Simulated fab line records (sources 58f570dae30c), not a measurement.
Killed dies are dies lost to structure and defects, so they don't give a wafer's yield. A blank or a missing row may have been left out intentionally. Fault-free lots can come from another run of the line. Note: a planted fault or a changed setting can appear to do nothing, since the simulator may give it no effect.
Which tool is to blame? / flow berkeley-cmos170 / Sampling: 14 lots, 42 wafers, 4 of 331 route steps

## WHAT EACH GAUGE READ, for each wafer
UCB170_FIELD_THK_MEAS_02. Usual: FIELD_OXIDE_THK typically reads 557 nm, with standard deviation 8.8.
lot=L998; measured=day 5 01:33; on=film-metro-04; FIELD_OXIDE_THK (nm)=563 563 559; flag=
lot=L100; measured=day 5 21:23; on=film-metro-01; FIELD_OXIDE_THK (nm)=564 563 559; flag=
lot=L101; measured=day 6 09:16; on=film-metro-02; FIELD_OXIDE_THK (nm)=558 563 555; flag=
lot=L103; measured=day 6 20:17; on=film-metro-04; FIELD_OXIDE_THK (nm)=549 548 547; flag=
lot=L104; measured=day 6 20:17; on=film-metro-02; FIELD_OXIDE_THK (nm)=562 555 551; flag=
lot=L106; measured=day 6 20:17; on=film-metro-01; FIELD_OXIDE_THK (nm)=553 555 559; flag=
lot=L107; measured=day 7 03:53; on=film-metro-04; FIELD_OXIDE_THK (nm)=559 561 555; flag=
lot=L109; measured=day 7 16:44; on=film-metro-01; FIELD_OXIDE_THK (nm)=539 549 546; flag=
lot=L110; measured=day 7 16:43; on=film-metro-04; FIELD_OXIDE_THK (nm)=555 542 543; flag=
lot=L111; measured=day 8 02:56; on=film-metro-04; FIELD_OXIDE_THK (nm)=539 549 551; flag=
lot=L112; measured=day 8 02:55; on=film-metro-02; FIELD_OXIDE_THK (nm)=573 574 569; flag=
lot=L113; measured=day 8 22:14; on=film-metro-02; FIELD_OXIDE_THK (nm)=555 564 554; flag=
lot=L118; measured=day 9 21:45; on=film-metro-04; FIELD_OXIDE_THK (nm)=310 314 314; flag=OFF
lot=L119; measured=day 9 21:44; on=film-metro-02; FIELD_OXIDE_THK (nm)=337 333 334; flag=OFF

UCB170_FIELD_THK_MEAS_90. Usual: FIELD_OXIDE_LEFT_1_THK typically reads 440 nm, with standard deviation 8.9.
lot=L998; measured=day 5 13:30; on=film-metro-02; FIELD_OXIDE_LEFT_1_THK (nm)=446 446 442; flag=
lot=L100; measured=day 6 06:47; on=film-metro-01; FIELD_OXIDE_LEFT_1_THK (nm)=448 447 443; flag=
lot=L101; measured=day 6 19:29; on=film-metro-01; FIELD_OXIDE_LEFT_1_THK (nm)=441 447 438; flag=
lot=L103; measured=day 7 04:52; on=film-metro-02; FIELD_OXIDE_LEFT_1_THK (nm)=431 430 431; flag=
lot=L104; measured=day 7 04:48; on=film-metro-02; FIELD_OXIDE_LEFT_1_THK (nm)=446 439 435; flag=
lot=L106; measured=day 7 04:48; on=film-metro-01; FIELD_OXIDE_LEFT_1_THK (nm)=438 439 445; flag=
lot=L107; measured=day 7 12:04; on=film-metro-04; FIELD_OXIDE_LEFT_1_THK (nm)=441 444 439; flag=
lot=L109; measured=day 8 02:19; on=film-metro-01; FIELD_OXIDE_LEFT_1_THK (nm)=423 433 430; flag=
lot=L110; measured=day 8 02:22; on=film-metro-02; FIELD_OXIDE_LEFT_1_THK (nm)=439 427 427; flag=
lot=L111; measured=day 8 11:59; on=film-metro-01; FIELD_OXIDE_LEFT_1_THK (nm)=421 431 434; flag=
lot=L112; measured=day 8 11:58; on=film-metro-02; FIELD_OXIDE_LEFT_1_THK (nm)=456 457 453; flag=
lot=L113; measured=day 9 09:48; on=film-metro-01; FIELD_OXIDE_LEFT_1_THK (nm)=440 448 438; flag=
lot=L118; measured=day 10 06:58; on=film-metro-02; FIELD_OXIDE_LEFT_1_THK (nm)=194 197 197; flag=OFF
lot=L119; measured=day 10 06:58; on=film-metro-04; FIELD_OXIDE_LEFT_1_THK (nm)=221 216 217; flag=OFF

UCB170_FIELD_THK_MEAS_91. Usual: FIELD_OXIDE_LEFT_2_THK typically reads 352 nm, with standard deviation 8.9.
lot=L998; measured=day 6 14:15; on=film-metro-02; FIELD_OXIDE_LEFT_2_THK (nm)=358 358 354; flag=
lot=L100; measured=day 7 06:13; on=film-metro-04; FIELD_OXIDE_LEFT_2_THK (nm)=361 359 356; flag=
lot=L101; measured=day 7 15:38; on=film-metro-04; FIELD_OXIDE_LEFT_2_THK (nm)=352 357 349; flag=
lot=L103; measured=day 7 23:45; on=film-metro-01; FIELD_OXIDE_LEFT_2_THK (nm)=344 343 343; flag=
lot=L104; measured=day 8 00:22; on=film-metro-01; FIELD_OXIDE_LEFT_2_THK (nm)=359 351 348; flag=
lot=L106; measured=day 7 23:29; on=film-metro-04; FIELD_OXIDE_LEFT_2_THK (nm)=350 351 356; flag=
lot=L107; measured=day 8 13:14; on=film-metro-02; FIELD_OXIDE_LEFT_2_THK (nm)=353 356 351; flag=
lot=L109; measured=day 9 01:11; on=film-metro-01; FIELD_OXIDE_LEFT_2_THK (nm)=335 345 342; flag=
lot=L110; measured=day 9 01:28; on=film-metro-02; FIELD_OXIDE_LEFT_2_THK (nm)=351 338 339; flag=
lot=L111; measured=day 9 12:50; on=film-metro-01; FIELD_OXIDE_LEFT_2_THK (nm)=334 345 347; flag=
lot=L112; measured=day 9 12:25; on=film-metro-01; FIELD_OXIDE_LEFT_2_THK (nm)=369 370 365; flag=
lot=L113; measured=day 10 11:49; on=film-metro-04; FIELD_OXIDE_LEFT_2_THK (nm)=351 359 349; flag=
lot=L118; measured=day 11 01:32; on=film-metro-02; FIELD_OXIDE_LEFT_2_THK (nm)=106 109 110; flag=OFF
lot=L119; measured=day 11 02:21; on=film-metro-04; FIELD_OXIDE_LEFT_2_THK (nm)=133 128 130; flag=OFF

## WHICH TOOL RAN EACH LOT (tool, then ch and the chambers of the sampled wafers, then the start)
lot=L998; UCB170_FIELD_OXIDATION_01=furnace-02 ch 0, day 4 22:32
lot=L100; UCB170_FIELD_OXIDATION_01=furnace-04 ch 0, day 5 18:23
lot=L101; UCB170_FIELD_OXIDATION_01=furnace-02 ch 0, day 6 06:16
lot=L103; UCB170_FIELD_OXIDATION_01=furnace-02 ch 0, day 6 17:17
lot=L104; UCB170_FIELD_OXIDATION_01=furnace-02 ch 0, day 6 17:17
lot=L106; UCB170_FIELD_OXIDATION_01=furnace-02 ch 0, day 6 17:17
lot=L107; UCB170_FIELD_OXIDATION_01=furnace-04 ch 0, day 7 00:53
lot=L109; UCB170_FIELD_OXIDATION_01=furnace-01 ch 0, day 7 13:43
lot=L110; UCB170_FIELD_OXIDATION_01=furnace-01 ch 0, day 7 13:43
lot=L111; UCB170_FIELD_OXIDATION_01=furnace-01 ch 0, day 7 23:55
lot=L112; UCB170_FIELD_OXIDATION_01=furnace-01 ch 0, day 7 23:55
lot=L113; UCB170_FIELD_OXIDATION_01=furnace-01 ch 0, day 8 19:13
lot=L118; UCB170_FIELD_OXIDATION_01=furnace-01 ch 0, day 9 18:44
lot=L119; UCB170_FIELD_OXIDATION_01=furnace-01 ch 0, day 9 18:44
- UCB170_FIELD_OXIDATION_01: target thk 558.3 nm, ox time 7200 s.

## AS READ BY THE TOOLS THEMSELVES (means over the sampled wafers that have a number; for cases with no such wafer, the mark the record gives instead)
UCB170_FIELD_OXIDATION_01. Usual: ox-temp-c 1000.0 C, standard deviation 0.4; spike-tc-centre-C 1002.1 C, standard deviation 1.9; zone-power-source-pct 33 %, standard deviation 3.9.
lot=L998; tool=furnace-02; ox-temp-c (C)=1000.2; spike-tc-centre-C (C)=1003.8; zone-power-source-pct (%)=29; flag=
lot=L100; tool=furnace-04; ox-temp-c (C)=999.6; spike-tc-centre-C (C)=1004.2; zone-power-source-pct (%)=31; flag=
lot=L101; tool=furnace-02; ox-temp-c (C)=999.7; spike-tc-centre-C (C)=1003.1; zone-power-source-pct (%)=29; flag=
lot=L103; tool=furnace-02; ox-temp-c (C)=1000.2; spike-tc-centre-C (C)=1003.7; zone-power-source-pct (%)=29; flag=
lot=L104; tool=furnace-02; ox-temp-c (C)=1000.0; spike-tc-centre-C (C)=1001.8; zone-power-source-pct (%)=29; flag=
lot=L106; tool=furnace-02; ox-temp-c (C)=999.5; spike-tc-centre-C (C)=1003.5; zone-power-source-pct (%)=29; flag=
lot=L107; tool=furnace-04; ox-temp-c (C)=1000.2; spike-tc-centre-C (C)=1004.4; zone-power-source-pct (%)=31; flag=
lot=L109; tool=furnace-01; ox-temp-c (C)=1000.3; spike-tc-centre-C (C)=1000.0; zone-power-source-pct (%)=37; flag=
lot=L110; tool=furnace-01; ox-temp-c (C)=1000.4; spike-tc-centre-C (C)=1001.0; zone-power-source-pct (%)=37; flag=
lot=L111; tool=furnace-01; ox-temp-c (C)=999.6; spike-tc-centre-C (C)=1000.9; zone-power-source-pct (%)=37; flag=
lot=L112; tool=furnace-01; ox-temp-c (C)=1000.2; spike-tc-centre-C (C)=1000.4; zone-power-source-pct (%)=38; flag=
lot=L113; tool=furnace-01; ox-temp-c (C)=1000.1; spike-tc-centre-C (C)=1001.0; zone-power-source-pct (%)=37; flag=
lot=L118; tool=furnace-01; ox-temp-c (C)=999.8; spike-tc-centre-C (C)=1001.2; zone-power-source-pct (%)=37; flag=
lot=L119; tool=furnace-01; ox-temp-c (C)=1000.0; spike-tc-centre-C (C)=1000.6; zone-power-source-pct (%)=37; flag=

## THE ANSWER, worked out from the rows above alone
Rule: a lot counts as off when the mean over its wafers that have a number is more than 3 standard deviations away from the usual mean. Also off: a lot with no number at a reading for which 4 or more lots have one. The other lots that the step has rows for count as sound. First the gauges in route order, then the tools' own readings, where a lot's mean is used as printed above. The first step at which some lot is off is used, and at that step the reading that is off furthest; a lot without a number counts as furthest.
Off: at UCB170_FIELD_THK_MEAS_02 (FIELD_OXIDE_THK), L118, L119.
A tool fits if, at a process step before that reading, it ran every lot that is off, and no sound lot after the first of them. Those tools and the gauges at UCB170_FIELD_THK_MEAS_02 are tried in the same way. One fits: UCB170_FIELD_OXIDATION_01 on furnace-01. A fault onset in the window from L113 (day 8 19:13, its last sound lot) to L118 (day 9 18:44, its first lot off) fits.

## WHAT WAS PUT IN BY THE SIMULATOR
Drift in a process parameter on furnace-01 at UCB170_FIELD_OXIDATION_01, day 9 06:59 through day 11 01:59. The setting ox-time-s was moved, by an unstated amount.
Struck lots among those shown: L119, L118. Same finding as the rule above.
